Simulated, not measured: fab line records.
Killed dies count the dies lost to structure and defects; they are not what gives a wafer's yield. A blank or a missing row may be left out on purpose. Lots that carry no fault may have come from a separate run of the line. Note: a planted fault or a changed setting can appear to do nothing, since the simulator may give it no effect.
The tool behind it: which one? :: flow berkeleyCmos170 :: Sampling: 14 lots, 42 wafers, 5 of 331 route steps

== WHAT EACH GAUGE READ, for each wafer ==
UCB170_CONTACT_OVL_MEAS_16. Usual: for CONTACT_OVL the level is -1 nm and the standard deviation is 7.1.
lot: L937
measured: day 8 07:29
on: overlay-01
CONTACT_OVL (nm): 5 2 4
flag: 

lot: L936
measured: day 8 10:21
on: overlay-02
CONTACT_OVL (nm): -14 -10 -10
flag: 

lot: L940
measured: day 8 16:53
on: overlay-01
CONTACT_OVL (nm): 4 -6 4
flag: 

lot: L938
measured: day 8 17:26
on: overlay-01
CONTACT_OVL (nm): -4 -9 2
flag: 

lot: L939
measured: day 8 17:41
on: overlay-02
CONTACT_OVL (nm): 6 9 0
flag: 

lot: L941
measured: day 9 11:19
on: overlay-01
CONTACT_OVL (nm): -2 -3 -3
flag: 

lot: L943
measured: day 9 14:41
on: overlay-02
CONTACT_OVL (nm): 0 -10 -13
flag: 

lot: L944
measured: day 9 16:34
on: overlay-02
CONTACT_OVL (nm): -4 -9 -2
flag: 

lot: L946
measured: day 10 05:48
on: overlay-01
CONTACT_OVL (nm): 0 -7 -10
flag: 

lot: L948
measured: day 10 21:02
on: overlay-01
CONTACT_OVL (nm): 10 7 14
flag: 

lot: L950
measured: day 10 22:01
on: overlay-01
CONTACT_OVL (nm): -3 0 1
flag: 

lot: L957
measured: day 12 07:31
on: overlay-02
CONTACT_OVL (nm): 7 10 3
flag: 

lot: L958
measured: day 12 08:07
on: overlay-01
CONTACT_OVL (nm): 3 0 -5
flag: 

lot: L959
measured: day 12 19:58
on: overlay-02
CONTACT_OVL (nm): -8 -1 5
flag: 

UCB170_V1_THK_MEAS_01. Usual: for V1_TEOS_THK the level is 1992 nm and the standard deviation is 23.
lot: L937
measured: day 8 12:20
on: filmMetro-01
V1_TEOS_THK (nm): 1960 1999 2012
flag: 

lot: L936
measured: day 8 15:00
on: filmMetro-02
V1_TEOS_THK (nm): 2010 2021 2001
flag: 

lot: L940
measured: day 8 20:46
on: filmMetro-02
V1_TEOS_THK (nm): 1954 1980 1976
flag: 

lot: L938
measured: day 8 22:05
on: filmMetro-02
V1_TEOS_THK (nm): 1994 2020 2021
flag: 

lot: L939
measured: day 8 22:05
on: filmMetro-01
V1_TEOS_THK (nm): 1964 1989 1990
flag: 

lot: L941
measured: day 9 15:10
on: filmMetro-01
V1_TEOS_THK (nm): 1988 2000 1993
flag: 

lot: L943
measured: day 9 18:25
on: filmMetro-01
V1_TEOS_THK (nm): 1962 2027 1975
flag: 

lot: L944
measured: day 9 21:14
on: filmMetro-04
V1_TEOS_THK (nm): 1995 1991 1996
flag: 

lot: L946
measured: day 10 11:24
on: filmMetro-01
V1_TEOS_THK (nm): 1972 1977 1989
flag: 

lot: L948
measured: day 11 01:26
on: filmMetro-01
V1_TEOS_THK (nm): 2134 2139 2152
flag: OFF

lot: L950
measured: day 11 02:47
on: filmMetro-04
V1_TEOS_THK (nm): 2121 2182 2152
flag: OFF

lot: L957
measured: day 12 12:05
on: filmMetro-04
V1_TEOS_THK (nm): 1951 1993 1974
flag: 

lot: L958
measured: day 12 12:05
on: filmMetro-01
V1_TEOS_THK (nm): 2011 2021 2012
flag: 

lot: L959
measured: day 13 02:04
on: filmMetro-01
V1_TEOS_THK (nm): 1988 2033 1985
flag: 

UCB170_V1_CD_MEAS_12: target cd 700 nm. Usual: cdNm at 699.4 nm, with a standard deviation of 1.5.
lot: L937
measured: day 8 14:20
on: cdSem-02
cdNm (nm): 699.8 698.3 700.2
flag: 

lot: L936
measured: day 8 16:55
on: cdSem-02
cdNm (nm): 700.5 700.5 702.0
flag: 

lot: L940
measured: day 8 22:39
on: cdSem-01
cdNm (nm): 699.8 699.3 700.2
flag: 

lot: L938
measured: day 9 02:41
on: cdSem-02
cdNm (nm): 697.6 697.4 697.7
flag: 

lot: L939
measured: day 9 03:10
on: cdSem-02
cdNm (nm): 698.8 698.1 697.9
flag: 

lot: L941
measured: day 9 16:45
on: cdSem-02
cdNm (nm): 698.9 697.6 699.5
flag: 

lot: L943
measured: day 9 20:25
on: cdSem-02
cdNm (nm): 699.4 697.9 700.9
flag: 

lot: L944
measured: day 10 00:38
on: cdSem-01
cdNm (nm): 702.5 702.0 701.7
flag: 

lot: L946
measured: day 10 14:14
on: cdSem-01
cdNm (nm): 700.2 699.8 698.8
flag: 

lot: L948
measured: day 11 03:39
on: cdSem-02
cdNm (nm): 698.3 698.2 697.4
flag: 

lot: L950
measured: day 11 05:34
on: cdSem-02
cdNm (nm): 699.5 698.6 699.5
flag: 

lot: L957
measured: day 12 13:47
on: cdSem-01
cdNm (nm): 698.1 698.4 697.3
flag: 

lot: L958
measured: day 12 14:10
on: cdSem-02
cdNm (nm): 700.0 699.8 700.6
flag: 

lot: L959
measured: day 13 06:17
on: cdSem-02
cdNm (nm): 698.2 698.3 696.7
flag: 

UCB170_M2_RS_MEAS_02: uses a four-point probe to measure. Usual: for M2_AL_RS the level is 0.0322 ohm/sq and the standard deviation is 0.00033.
lot: L937
measured: day 8 15:02
on: filmMetro-04
M2_AL_RS (ohm/sq): 0.0326 0.0324 0.0326
flag: 

lot: L936
measured: day 8 17:43
on: filmMetro-01
M2_AL_RS (ohm/sq): 0.0325 0.0330 0.0323
flag: 

lot: L940
measured: day 8 23:21
on: filmMetro-01
M2_AL_RS (ohm/sq): 0.0322 0.0326 0.0319
flag: 

lot: L938
measured: day 9 03:24
on: filmMetro-01
M2_AL_RS (ohm/sq): 0.0322 0.0322 0.0320
flag: 

lot: L939
measured: day 9 03:52
on: filmMetro-04
M2_AL_RS (ohm/sq): 0.0324 0.0323 0.0327
flag: 

lot: L941
measured: day 9 17:27
on: filmMetro-01
M2_AL_RS (ohm/sq): 0.0314 0.0317 0.0318
flag: 

lot: L943
measured: day 9 21:07
on: filmMetro-01
M2_AL_RS (ohm/sq): 0.0323 0.0326 0.0322
flag: 

lot: L944
measured: day 10 01:21
on: filmMetro-04
M2_AL_RS (ohm/sq): 0.0328 0.0326 0.0326
flag: 

lot: L946
measured: day 10 14:56
on: filmMetro-03
M2_AL_RS (ohm/sq): 0.0321 0.0319 0.0320
flag: 

lot: L948
measured: day 11 04:21
on: filmMetro-04
M2_AL_RS (ohm/sq): 0.0322 0.0318 0.0320
flag: 

lot: L950
measured: day 11 06:16
on: filmMetro-04
M2_AL_RS (ohm/sq): 0.0320 0.0324 0.0322
flag: 

lot: L957
measured: day 12 14:29
on: filmMetro-04
M2_AL_RS (ohm/sq): 0.0320 0.0321 0.0323
flag: 

lot: L958
measured: day 12 14:53
on: filmMetro-01
M2_AL_RS (ohm/sq): 0.0322 0.0323 0.0321
flag: 

lot: L959
measured: day 13 06:59
on: filmMetro-03
M2_AL_RS (ohm/sq): 0.0319 0.0323 0.0314
flag: 

== TOOL THAT RAN EACH LOT (tool first, then ch and the chambers of the sampled wafers, then the start) ==
lot: L937
UCB170_V1_CVD_00: pecvd-01 ch 0,1,2, day 8 12:10

lot: L936
UCB170_V1_CVD_00: pecvd-03 ch 0,2, day 8 14:50

lot: L940
UCB170_V1_CVD_00: pecvd-01 ch 0,2, day 8 20:35

lot: L938
UCB170_V1_CVD_00: pecvd-03 ch 0,1,2, day 8 21:55

lot: L939
UCB170_V1_CVD_00: pecvd-01 ch 0,1, day 8 21:55

lot: L941
UCB170_V1_CVD_00: pecvd-03 ch 0,1, day 9 15:00

lot: L943
UCB170_V1_CVD_00: pecvd-01 ch 0,1, day 9 18:14

lot: L944
UCB170_V1_CVD_00: pecvd-03 ch 0,1,2, day 9 21:05

lot: L946
UCB170_V1_CVD_00: pecvd-03 ch 0,1, day 10 11:14

lot: L948
UCB170_V1_CVD_00: pecvd-01 ch 0,1, day 11 01:13

lot: L950
UCB170_V1_CVD_00: pecvd-01 ch 0,1, day 11 02:32

lot: L957
UCB170_V1_CVD_00: pecvd-02 ch 1,2, day 12 11:55

lot: L958
UCB170_V1_CVD_00: pecvd-03 ch 0,1, day 12 11:55

lot: L959
UCB170_V1_CVD_00: pecvd-02 ch 0,1,2, day 13 01:53
- UCB170_V1_CVD_00: deposits SiO2 from TEOS/O2, target thk 2000 nm, time 250 s.

== AS READ BY THE TOOLS THEMSELVES (means over the sampled wafers that have a number; for cases with no such wafer, the mark the record gives instead) ==
UCB170_V1_CVD_00. Usual: heaterPowerW 254 W, standard deviation 56; runLengthS 277.9 s, standard deviation 0.61; susceptorTempC 390.02 C, standard deviation 0.23.
lot: L937
tool: pecvd-01
heaterPowerW (W): 292
runLengthS (s): 278.1
susceptorTempC (C): 389.85
flag: 

lot: L936
tool: pecvd-03
heaterPowerW (W): 251
runLengthS (s): 277.9
susceptorTempC (C): 389.91
flag: 

lot: L940
tool: pecvd-01
heaterPowerW (W): 270
runLengthS (s): 277.6
susceptorTempC (C): 389.81
flag: 

lot: L938
tool: pecvd-03
heaterPowerW (W): 279
runLengthS (s): 277.5
susceptorTempC (C): 389.91
flag: 

lot: L939
tool: pecvd-01
heaterPowerW (W): 271
runLengthS (s): 277.9
susceptorTempC (C): 390.08
flag: 

lot: L941
tool: pecvd-03
heaterPowerW (W): 272
runLengthS (s): 277.3
susceptorTempC (C): 390.12
flag: 

lot: L943
tool: pecvd-01
heaterPowerW (W): 246
runLengthS (s): 278.1
susceptorTempC (C): 389.87
flag: 

lot: L944
tool: pecvd-03
heaterPowerW (W): 284
runLengthS (s): 277.6
susceptorTempC (C): 390.00
flag: 

lot: L946
tool: pecvd-03
heaterPowerW (W): 245
runLengthS (s): 277.4
susceptorTempC (C): 389.99
flag: 

lot: L948
tool: pecvd-01
heaterPowerW (W): 263
runLengthS (s): 299.6
susceptorTempC (C): 390.15
flag: OFF

lot: L950
tool: pecvd-01
heaterPowerW (W): 232
runLengthS (s): 299.9
susceptorTempC (C): 390.05
flag: OFF

lot: L957
tool: pecvd-02
heaterPowerW (W): 298
runLengthS (s): 278.1
susceptorTempC (C): 389.91
flag: 

lot: L958
tool: pecvd-03
heaterPowerW (W): 244
runLengthS (s): 277.2
susceptorTempC (C): 389.97
flag: 

lot: L959
tool: pecvd-02
heaterPowerW (W): 230
runLengthS (s): 278.1
susceptorTempC (C): 390.01
flag: 

== THE ANSWER, worked out from the rows above alone ==
Rule: a lot counts as off when the mean over its wafers that have a number is more than 3 standard deviations away from the usual mean. A lot without any number at a reading at which 4 lots or more have one is off too. Where the step has rows for the other lots, those lots are counted as sound. The gauges are gone through in route order, then the tools' own readings, and for those a lot's mean is taken as printed above. The first step at which some lot is off is used, and at that step the reading that is off furthest; a lot without a number counts as furthest.
Off: L948, L950, seen at UCB170_V1_THK_MEAS_01 (V1_TEOS_THK).
If a tool, at a process step before that reading, ran all the lots that are off and no sound lot after the first of them, it fits. Not tried: the gauges at UCB170_V1_THK_MEAS_01; whatever is off there is also off at UCB170_V1_CVD_00, on other tools, and gauge error can't account for it. One candidate fits, namely pecvd-01 at UCB170_V1_CVD_00. Its last sound lot is L943 (day 9 18:14), its first lot that is off L948 (day 11 01:13): a fault that began between those two fits.
The tool's own readings at UCB170_V1_CVD_00 bear it out: on the lots that are off they differ by more than 5 times the standard deviation of the sound lots' means. runLengthS reads 299.8 s there against 277.7 s on the sound lots.

== WHAT HAD BEEN PUT IN BY THE SIMULATOR ==
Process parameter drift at UCB170_V1_CVD_00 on pecvd-01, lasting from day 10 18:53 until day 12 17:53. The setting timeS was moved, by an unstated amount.
Struck lots among those shown: L948, L950. The rule given above showed the same thing.
